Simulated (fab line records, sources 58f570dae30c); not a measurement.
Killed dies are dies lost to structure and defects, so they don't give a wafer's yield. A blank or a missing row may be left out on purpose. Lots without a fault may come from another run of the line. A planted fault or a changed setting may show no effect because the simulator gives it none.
Which tool did it? | flow berkeley_cmos170 | 7 lots, 21 wafers sampled, at 4 steps of a route of 331

WHAT THE GAUGES READ, wafer by wafer
UCB170_M3_BOW_MEAS_20.
lot  | measured     | on            | M3_BOW (um)
L834 | day 8 21:22  | film_metro-02 | 25 32 38
L836 | day 9 15:26  | film_metro-02 | 36 37 43
L838 | day 9 23:11  | film_metro-02 | 25 42 36
L843 | day 10 10:49 | film_metro-04 | 33 48 37
L845 | day 11 02:52 | film_metro-04 | 39 28 25
L853 | day 13 08:07 | film_metro-02 | 39 34 37
L855 | day 14 04:54 | film_metro-01 | 45 30 33

WHICH TOOL RAN EACH LOT (tool, then ch and the chambers of the sampled wafers, then the start)
lot  | UCB170_M2_SPUTTER_01         | UCB170_V2_CLEAN_05              | UCB170_M3_STRIP_19
L834 | pvd_sputter-01, day 8 08:27  | wet_bench-01 ch 3, day 8 12:23  | plasma_asher-03 ch 0,1, day 8 20:53
L836 | pvd_sputter-01, day 9 06:36  | wet_bench-01 ch 0, day 9 11:00  | plasma_asher-01 ch 0,1, day 9 15:12
L838 | pvd_sputter-02, day 9 13:04  | wet_bench-01 ch 3, day 9 16:29  | plasma_asher-03 ch 0,1, day 9 22:58
L843 | pvd_sputter-01, day 10 01:58 | wet_bench-01 ch 3, day 10 05:33 | plasma_asher-01 ch 0,1, day 10 10:34
L845 | pvd_sputter-01, day 10 15:20 | wet_bench-01 ch 0, day 10 21:03 | plasma_asher-01 ch 0,1, day 11 02:39
L853 | pvd_sputter-01, day 12 23:52 | wet_bench-03 ch 3, day 13 03:17 | plasma_asher-04 ch 0,1, day 13 07:38
L855 | pvd_sputter-04, day 13 18:11 | wet_bench-01 ch 0, day 13 22:25 | plasma_asher-01 ch 0,1, day 14 04:37
- UCB170_M2_SPUTTER_01: material Al, target thk 900 nm, time 120 s.
- UCB170_V2_CLEAN_05: cleans in DIW.
- UCB170_M3_STRIP_19: strips in O2.

THE ANSWER, worked out from the rows above alone
Rule: what is usual is taken from the lots themselves. Put in order of their means at a reading, lots are off if they are a third of the lots or fewer, leave a main group of 4 or more, and stand apart from it by a gap of 3 or more times the standard deviation of the main group's means; of several such gaps the widest counts. A main group whose means are all the same, to the digits that the tables above print for the reading, isn't used. A lot without any number at a reading at which 4 lots or more have one is off too. The other lots that the step has rows for count as sound.
No lot is off at any reading shown: from this, nothing can be told.

WHAT THE SIMULATOR HAD PUT IN
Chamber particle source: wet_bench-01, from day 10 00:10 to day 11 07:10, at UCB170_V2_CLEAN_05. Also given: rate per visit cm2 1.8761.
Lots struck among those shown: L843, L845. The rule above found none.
